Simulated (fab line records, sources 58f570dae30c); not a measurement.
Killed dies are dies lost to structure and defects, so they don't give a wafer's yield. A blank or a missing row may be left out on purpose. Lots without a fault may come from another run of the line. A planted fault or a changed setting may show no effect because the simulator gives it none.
Split-lot experiment | flow berkeley_cmos170 | 5 lots, 23 wafers read, on a route of 331 steps

THE SPLIT
At UCB170_M3_SPUTTER_01 (material Al, target thk 900 nm, time 120 s), the setting power_w was moved away from the recipe's 6000 W on 9 of the 23 wafers read, by -9.2% to +9.9%. The other wafers ran this setting at the recipe's value.

FROM THE SPLIT TO THE READING: what the file shows between them, 2 steps
- UCB170_M3_RS_MEAS_02: measures by four-point-probe
- UCB170_M3_THK_MEAS_03: measures by xrf

THE READING
oes_product_au, in a.u., at UCB170_M3_METAL_ETCH_18 (etches Al in Cl2/BCl3, stops on SiO2, target depth 1170 nm, time 195 s). Fault-free wafers of this fab line usually give 0.855 a.u., standard deviation 0.018 a.u..

wafer  | tool, chamber at the split | power_w as run, W | against the recipe | oes_product_au, a.u. | against lot-mates on the recipe
L074.1 | pvd_sputter-02, -          | 6000              | recipe             | 0.847                | -
L074.2 | pvd_sputter-02, -          | 6000              | recipe             | 0.842                | -
L074.3 | pvd_sputter-02, -          | 6000              | recipe             | 0.832                | -
L074.4 | pvd_sputter-02, -          | 5448              | -9.2%              | 0.802                | -0.038
L074.6 | pvd_sputter-02, -          | 5448              | -9.2%              | 0.791                | -0.049
L076.1 | pvd_sputter-03, -          | 6000              | recipe             | 0.877                | -
L076.3 | pvd_sputter-03, -          | 6377              | +6.3%              | 0.907                | +0.023
L076.4 | pvd_sputter-03, -          | 6377              | +6.3%              | 0.916                | +0.032
L076.5 | pvd_sputter-03, -          | 6000              | recipe             | 0.892                | -
L076.6 | pvd_sputter-03, -          | 6000              | recipe             | 0.883                | -
L082.1 | pvd_sputter-02, -          | 6000              | recipe             | 0.833                | -
L082.3 | pvd_sputter-02, -          | 6000              | recipe             | 0.844                | -
L082.4 | pvd_sputter-02, -          | 6000              | recipe             | 0.831                | -
L084.1 | pvd_sputter-03, -          | 6000              | recipe             | 0.859                | -
L084.2 | pvd_sputter-03, -          | 6000              | recipe             | 0.862                | -
L084.3 | pvd_sputter-03, -          | 6224              | +3.7%              | 0.873                | +0.017
L084.4 | pvd_sputter-03, -          | 6224              | +3.7%              | 0.869                | +0.013
L084.5 | pvd_sputter-03, -          | 6000              | recipe             | 0.847                | -
L083.1 | pvd_sputter-03, -          | 6595              | +9.9%              | 0.937                | +0.054
L083.2 | pvd_sputter-03, -          | 6595              | +9.9%              | 0.933                | +0.050
L083.4 | pvd_sputter-03, -          | 6000              | recipe             | 0.887                | -
L083.5 | pvd_sputter-03, -          | 6000              | recipe             | 0.880                | -
L083.6 | pvd_sputter-03, -          | 6595              | +9.9%              | 0.923                | +0.040

THE FIT
A straight line over all 23 wafers: oes_product_au changes by +0.00711 a.u. for each +1% of power_w; r = +0.89; the points scatter about the line by 0.018 a.u..
The same after taking each lot's own level away (the mean of its wafers on the recipe; 23 wafers): +0.00471 a.u. for each +1%; r = +0.97; scatter 0.0058 a.u..
On that fit, the largest move of power_w shifts the reading by 0.047 a.u..
The lots' own levels span 0.8360 to 0.8840 a.u., that is 2.7 times the standard deviation above.
So the lot-to-lot level changes the slope: the two fits differ.
Check: with one of the wafers moved furthest among these (+9.9%) left out of the fit, the line predicts +0.0447 a.u. for it against its lot-mates. It came out at +0.0535 a.u. against them.

OTHER SPLITS ON THESE WAFERS
These wafers also went through other splits before the reading. Each is held against what the fit with the lots' levels taken away leaves over:
other split on the same wafers      | wafers away from the commonest value | r with oes_product_au (lot level and that fit taken away)
UCB170_V2_CMP_02 leave_above_ref_nm | 6                                    | +0.21

THE WHOLE CHAIN: every reading that the file lists as answering this split, in the file's order
step                    | what it does                                                           | reading                                                                     | change (the file's fit)                   | r (the file's)
UCB170_M3_SPUTTER_01    | material Al, target thk 900 nm, time 120 s                             | Al_of_M3_SPUTTER_01.thk_nm (the simulator's own value, which no gauge read) | +8.55 nm for each +1% of the setting      | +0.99
UCB170_M3_RS_MEAS_02    | measures by four-point-probe                                           | M3_AL_RS                                                                    | -0.000303 for each +1% of the setting     | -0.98
UCB170_M3_THK_MEAS_03   | measures by xrf                                                        | M3_AL_THK                                                                   | +8.63 for each +1% of the setting         | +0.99
UCB170_M3_METAL_ETCH_18 | etches Al in Cl2/BCl3, stops on SiO2, target depth 1170 nm, time 195 s | oes_product_au                                                              | +0.00469 a.u. for each +1% of the setting | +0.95

THE FILE'S OWN FIT
oes_product_au changes by +0.00469 a.u. for each +1% of power_w, r = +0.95.
